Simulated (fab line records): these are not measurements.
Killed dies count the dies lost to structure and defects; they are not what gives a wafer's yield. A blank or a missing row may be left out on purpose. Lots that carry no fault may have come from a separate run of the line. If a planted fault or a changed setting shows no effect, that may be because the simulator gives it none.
A lot that was struck, set against a sound lot    flow rit cmos    21 steps out of a route of 202
Sound: the wafers L550.1, L550.5, L550.6. Wafers struck: L562.2, L562.3, L562.5. At the end, the cause is stated.
Order at every step that has rows: each side's tool, ch and its chambers, its first start. Under that, the readings that differ: sound wafers    struck wafers    difference of the means    sigmas: that difference in standard deviations of wafers without a fault.
alike: same words and numbers on both sides, and readings whose means sit less than 2 such deviations apart. not compared: any withheld reading, any reading some wafer has no value for, any bound like >300 that may hide the same value, and any number with overlapping values for which the record gives no deviation.
Wherever a step has rows on one side only, a row that says differs or no value, or a row with sigmas, the two part there. Numbers that have no deviation but don't overlap get no sigmas and don't part them. A reading that every wafer of one side lacks parts them only if that side has two wafers or more.

first, 6 steps without rows for these wafers: RIT_NRETRO_HMDS_00 (prime time 60 s); RIT_NRETRO_COAT_01 (resist thk 1300 nm); RIT_NRETRO_SOFTBAKE_02 (time 60 s); RIT_NRETRO_EXPOSE_03 (exposes mask M4, target cd 43900 nm); RIT_NRETRO_PEB_04; RIT_NRETRO_DEVELOP_05 (develop time 68 s).
RIT_NRETRO_OVL_MEAS_06:
  struck on overlay-01, day 4 17:20; sound on overlay-01, day 2 05:37
  alike: NRETRO_OVL
then, 2 steps without rows for these wafers: RIT_NRETRO_HARDBAKE_07 (time 120 s); RIT_NRETRO_IMPLANT_08.
RIT_NRETRO_STRIP_09: strips in O2, time 180 s.
  sound on plasma asher-03 ch 0,1, day 2 06:04; struck on plasma asher-04 ch 0,1, day 4 17:46
  alike: drypump motor current A
  not compared: rf hours counter h
RIT_NRETRO_TW_MEAS_10:
  struck on film metro-03, day 4 17:57; sound on film metro-02, day 2 06:14
  alike: NRETRO_TW
then, 1 step without rows for these wafers: RIT_PRETRO_HMDS_00 (prime time 60 s).
RIT_PRETRO_COAT_01: resist thk 1300 nm.
  sound on litho track-03 ch 0, day 2 06:26; struck on litho track-02 ch 0, day 4 18:11
reading                                      sound           struck          difference  sigmas
exhaust pa (Pa)                              44.2 44.4 43.3  46.1 46.7 47.5  +2.8        +3
model.NOVOLAK_of_PRETRO_COAT_01.thk nm (nm)  1305 1303 1302  1317 1319 1322  +16         
then, 4 steps without rows for these wafers: RIT_PRETRO_SOFTBAKE_02 (time 60 s); RIT_PRETRO_EXPOSE_03 (exposes mask M5, target cd 43700 nm); RIT_PRETRO_PEB_04; RIT_PRETRO_DEVELOP_05 (develop time 65.46 s).
RIT_PRETRO_OVL_MEAS_06:
  struck on overlay-01, day 4 19:01; sound on overlay-01, day 2 07:10
  alike: PRETRO_OVL
RIT_PRETRO_HARDBAKE_07: time 120 s.
  sound on litho track-02 ch 0, day 2 07:13; struck on litho track-03 ch 0, day 4 19:05
reading                                      sound           struck          difference  sigmas
exhaust pa (Pa)                              45.6 45.1 46.0  44.3 43.3 42.6  -2.2        -3
model.NOVOLAK_of_PRETRO_COAT_01.thk nm (nm)  1141 1140 1139  1152 1154 1156  +14         
following that, these wafers have no rows for 1 step: RIT_PRETRO_IMPLANT_08.
RIT_M1_PROBE_99:
  only the struck wafers here have rows in the record (prober-01, day 5 22:43); the sound ones have none

## WHERE THEY PART
Earliest at RIT_PRETRO_COAT_01; latest, in this record, at RIT_M1_PROBE_99.

WHY: whatever the simulator had introduced
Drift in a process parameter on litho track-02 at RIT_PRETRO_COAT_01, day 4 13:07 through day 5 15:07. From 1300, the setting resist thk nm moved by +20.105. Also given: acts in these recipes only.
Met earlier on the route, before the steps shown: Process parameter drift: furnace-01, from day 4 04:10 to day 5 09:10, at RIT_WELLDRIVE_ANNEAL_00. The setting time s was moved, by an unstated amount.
